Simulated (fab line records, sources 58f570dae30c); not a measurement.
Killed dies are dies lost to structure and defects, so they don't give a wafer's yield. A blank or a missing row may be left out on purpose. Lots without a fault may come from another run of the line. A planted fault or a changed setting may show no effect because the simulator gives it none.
A struck lot beside a sound one | flow berkeley_cmos170 | 15 steps out of a route of 331
Sound: wafers L341.2, L341.4, L341.5. Struck: wafers L350.2, L350.3, L350.4. The cause comes at the end.
At each step with rows: each side's tool, then ch and its chambers, then its first start. Under that, the readings that differ: sound wafers | struck wafers | difference of the means | sigmas: that difference in standard deviations of wafers without a fault.
alike: readings whose means differ by less than 2 such deviations, and words and numbers that are the same on both sides. not compared: withheld readings, readings that some wafer has no value for, bounds like >300 that may hide the same value, and numbers for which the record gives no deviation and whose values overlap.
The two part at a step that has a row with sigmas, a row that says differs or no value, or rows on one side only. Numbers that don't overlap but have no deviation are shown without sigmas and don't part them. A reading that every wafer of one side lacks parts them only if that side has two wafers or more.

UCB170_NWELL_THK_MEAS_02:
  sound on film_metro-01, day 3 07:36; struck on film_metro-01, day 5 04:11
  alike: NWELL_OXIDE_THK
then, 2 steps without rows for these wafers: UCB170_NWELL_ANNEAL_03 (time 900 s); UCB170_NWELL_CVD_04 (deposits Si3N4 from SiH2Cl2/NH3, target thk 224 nm, time 3212 s).
UCB170_NWELL_THK_MEAS_05:
  sound on film_metro-04, day 3 17:07; struck on film_metro-01, day 5 12:05
  alike: NWELL_NITRIDE_THK
then, 6 steps without rows for these wafers: UCB170_NWELL_HMDS_06 (prime time 60 s); UCB170_NWELL_COAT_07 (resist thk 900 nm); UCB170_NWELL_SOFTBAKE_08 (time 60 s); UCB170_NWELL_EXPOSE_09 (exposes mask NWELL, target cd 3000 nm); UCB170_NWELL_PEB_10; UCB170_NWELL_DEVELOP_11 (develop time 45 s).
UCB170_NWELL_OVL_MEAS_12:
  sound on overlay-02, day 3 18:32; struck on overlay-01, day 5 13:31
  alike: NWELL_OVL
UCB170_NWELL_ETCH_13: etches Si3N4 in CH3F/Ar/O2, stops on SiO2, target depth 246.4 nm, time 154 s.
  sound on rie_diel-02 ch 0,3, day 3 18:34; struck on rie_diel-03 ch 0,1,3, day 5 13:33
  alike: drypump_motor_current_A, oes_product_au, throttle_valve_pct
  not compared: rf_hours_counter_h
UCB170_NWELL_IMPLANT_14:
  sound on implanter-04 ch 0, day 3 18:41; struck on implanter-03 ch 0, day 5 13:41
  reading                   | sound                | struck               | difference | sigmas
  beam_energy_keV           | 149.99 149.96 149.99 | 142.58 142.60 142.60 | -7.39      | -99 or more
  model.implant.rp_nm (nm)  | 183.6 183.6 183.6    | 179.2 179.2 179.2    | -4.4       |
  model.implant.drp_nm (nm) | 62.72 62.72 62.72    | 60.3 60.3 60.3       | -2.4       |
UCB170_NWELL_STRIP_15: strips in O2.
  sound on plasma_asher-03 ch 0,1, day 3 18:49; struck on plasma_asher-04 ch 0,1, day 5 13:48
  alike: drypump_motor_current_A, oes_product_au, strip_time_to_endpoint_s
  not compared: rf_hours_counter_h
UCB170_M3_PROBE_99:
  the record has rows for the sound wafers here (prober-01, day 9 13:25) and none for the struck ones

WHERE THEY PART
First at UCB170_NWELL_IMPLANT_14; last, within this record, at UCB170_M3_PROBE_99.

WHY: what the simulator had put in
Process parameter drift: implanter-03, from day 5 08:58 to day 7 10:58, at UCB170_NWELL_IMPLANT_14. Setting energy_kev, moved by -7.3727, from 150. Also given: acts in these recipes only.
